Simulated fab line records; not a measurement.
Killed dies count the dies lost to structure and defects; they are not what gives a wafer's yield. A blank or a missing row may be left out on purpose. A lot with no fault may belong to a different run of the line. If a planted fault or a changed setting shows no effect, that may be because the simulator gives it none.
Which tool is to blame? -- flow rit_cmos -- 42 wafers from 14 lots sampled at 2 of the route's 202 steps

## WHAT EACH GAUGE READ, for each wafer
RIT_SDANNEAL_RS_MEAS_04: the measuring method here is four-point-probe. Usual: PSD_RS gives 115.96 ohm/sq (standard deviation 0.28).
lot,measured,on,PSD_RS (ohm/sq),flag
L251,day 3 07:02,film_metro-03,115.61 115.66 115.62,
L253,day 3 12:26,film_metro-04,115.83 116.10 115.72,
L254,day 3 18:41,film_metro-03,116.06 116.05 115.78,
L255,day 3 22:19,film_metro-04,116.06 116.34 115.78,
L257,day 4 07:52,film_metro-01,116.02 116.13 115.92,
L258,day 4 12:13,film_metro-01,116.51 116.43 116.58,
L259,day 4 17:59,film_metro-03,115.50 116.07 115.92,
L260,day 5 00:34,film_metro-04,115.35 115.96 115.61,
L262,day 5 08:18,film_metro-03,116.39 116.22 116.26,
L264,day 5 18:56,film_metro-04,110.13 110.15 109.93,OFF
L265,day 6 01:34,film_metro-01,115.87 115.92 116.23,
L268,day 6 16:50,film_metro-03,110.38 110.52 110.17,OFF
L270,day 7 02:02,film_metro-01,115.91 115.74 115.93,
L272,day 7 09:55,film_metro-01,115.78 116.13 116.17,

## EACH LOT AND THE TOOL THAT RAN IT (in order: tool; ch and the chambers of the sampled wafers; start)
lot,RIT_PSD_IMPLANT_08
L251,"implanter-04 ch 0, day 3 06:12"
L253,"implanter-04 ch 0, day 3 11:29"
L254,"implanter-01 ch 0, day 3 17:53"
L255,"implanter-04 ch 0, day 3 21:31"
L257,"implanter-04 ch 0, day 4 07:02"
L258,"implanter-04 ch 0, day 4 11:25"
L259,"implanter-02 ch 0, day 4 17:11"
L260,"implanter-01 ch 0, day 4 23:45"
L262,"implanter-02 ch 0, day 5 07:28"
L264,"implanter-02 ch 0, day 5 18:06"
L265,"implanter-01 ch 0, day 6 00:44"
L268,"implanter-02 ch 0, day 6 15:57"
L270,"implanter-01 ch 0, day 7 01:02"
L272,"implanter-01 ch 0, day 7 09:07"
- RIT_PSD_IMPLANT_08

## AS READ BY THE TOOLS THEMSELVES (means over the sampled wafers that have a number; for cases with no such wafer, the mark the record gives instead)
RIT_PSD_IMPLANT_08. Usual: beam_on_s 12.60 s, standard deviation 0.29; dose_ions_cm2 5e+15, standard deviation 5.9e+12.
lot,tool,beam_on_s (s),dose_ions_cm2,flag
L251,implanter-04,12.60,5e+15,
L253,implanter-04,12.36,5e+15,
L254,implanter-01,12.49,5e+15,
L255,implanter-04,12.66,5e+15,
L257,implanter-04,12.37,5e+15,
L258,implanter-04,12.61,5e+15,
L259,implanter-02,13.06,5e+15,
L260,implanter-01,12.75,5e+15,
L262,implanter-02,12.74,5e+15,
L264,implanter-02,20.46,8e+15,OFF
L265,implanter-01,12.51,5e+15,
L268,implanter-02,20.40,8e+15,OFF
L270,implanter-01,12.53,5e+15,
L272,implanter-01,12.65,5e+15,

## THE ANSWER, worked out from the rows above alone
Rule: take the mean of a lot's wafers that have a number; if it is more than 3 standard deviations from the usual mean, the lot is off. A lot without any number at a reading at which 4 lots or more have one is off too. All remaining lots with rows at the step are treated as sound. Order of review: gauges by route order, followed by the tools' own readings, for which a lot's mean as printed above is used. At the first step where some lot is off, the reading lying furthest off is the one used; lots without a number count as furthest.
Off: L264, L268, at RIT_SDANNEAL_RS_MEAS_04 (PSD_RS).
If a tool, at a process step before that reading, ran all the lots that are off and no sound lot after the first of them, it fits. Not tried: the gauges at RIT_SDANNEAL_RS_MEAS_04; whatever is off there is also off at RIT_PSD_IMPLANT_08, on other tools, and gauge error can't account for it. One fits: implanter-02 at RIT_PSD_IMPLANT_08. A fault onset in the window from L262 (day 5 07:28, its last sound lot) to L264 (day 5 18:06, its first lot off) fits.
The tool's own readings at RIT_PSD_IMPLANT_08 bear it out: on the lots that are off they differ by more than 5 times the standard deviation of the sound lots' means. beam_on_s reads 20.43 s there against 12.61 s on the sound lots; dose_ions_cm2 reads 8e+15 there against 5e+15 on the sound lots.

## WHAT THE SIMULATOR HAD PUT IN
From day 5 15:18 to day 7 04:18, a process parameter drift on implanter-02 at RIT_PSD_IMPLANT_08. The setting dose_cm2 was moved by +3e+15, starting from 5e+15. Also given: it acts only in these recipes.
Shown lots that were struck: L264, L268. The rule above reached the same finding.
